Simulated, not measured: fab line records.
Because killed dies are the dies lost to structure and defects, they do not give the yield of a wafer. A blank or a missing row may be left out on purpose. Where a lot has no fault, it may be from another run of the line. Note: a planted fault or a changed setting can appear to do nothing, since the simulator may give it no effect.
Struck lot and sound lot, side by side || flow berkeley_cmos170 || 15 steps out of a route of 331
Sound: wafers L710.2, L710.4, L710.5. Struck: wafers L717.3, L717.4, L717.6. The cause is given at the end.
Order at every step that has rows: each side's tool, ch and its chambers, its first start. Under that, the readings that differ: sound wafers || struck wafers || difference of the means || sigmas: that difference in standard deviations of wafers without a fault.
alike: readings with means less than 2 such deviations apart, plus words and numbers identical on both sides. not compared: withheld readings, readings lacking a value on some wafer, bounds such as >300 that could conceal the same value, and numbers that have no deviation in the record and whose values overlap.
A row with sigmas, a row that says differs or no value, or rows on one side alone: a step with any of these is where the two part. Numbers that don't overlap but have no deviation are shown without sigmas and don't part them. Lack of a reading on every wafer of one side parts them only where that side has two or more wafers.

first, 4 steps without rows for these wafers: UCB170_WELLDRIVE_WET_ETCH_04 (etches SiO2 in BOE, time 120 s); UCB170_ACTIVE_CLEAN_00 (cleans in SPM, time 600 s); UCB170_ACTIVE_CLEAN_01 (cleans in dHF, time 60 s); UCB170_ACTIVE_OXIDATION_02 (target thk 26.4 nm, ox time 1260 s).
UCB170_ACTIVE_THK_MEAS_03:
  struck on film_metro-03, day 8 01:39; sound on film_metro-04, day 5 17:01
  alike: ACTIVE_OXIDE_THK
then, 2 steps without rows for these wafers: UCB170_ACTIVE_ANNEAL_04 (time 900 s); UCB170_ACTIVE_CVD_05 (deposits Si3N4 from SiH2Cl2/NH3, target thk 220 nm, time 3300 s).
UCB170_ACTIVE_THK_MEAS_06:
  struck on film_metro-01, day 8 09:52; sound on film_metro-04, day 5 23:11
  alike: ACTIVE_NITRIDE_THK
then, 4 steps without rows for these wafers: UCB170_ACTIVE_HMDS_07 (prime time 60 s); UCB170_ACTIVE_COAT_08 (resist thk 900 nm); UCB170_ACTIVE_SOFTBAKE_09 (time 60 s); UCB170_ACTIVE_EXPOSE_10 (exposes mask ACTIVE, target cd 1200 nm).
UCB170_ACTIVE_PEB_11:
  sound on litho_track-04 ch 0, day 6 00:42; struck on litho_track-04 ch 0, day 8 11:08
{"reading": "heater_power_total_W (W)", "sound": "56.88 56.86 56.75", "struck": "57.43 57.38 57.42", "difference": "+0.58", "sigmas": "+13"}
then, 1 step without rows for these wafers: UCB170_ACTIVE_DEVELOP_12 (develop time 45 s).
UCB170_M3_PROBE_99:
  the record holds rows for the sound wafers here (prober-02, day 10 07:39) but none for the struck ones

== WHERE THEY PART ==
Earliest at UCB170_ACTIVE_PEB_11; latest, in this record, at UCB170_M3_PROBE_99.

WHY: whatever the simulator had introduced
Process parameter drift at UCB170_ACTIVE_PEB_11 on litho_track-04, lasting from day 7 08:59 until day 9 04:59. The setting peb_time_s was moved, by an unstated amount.
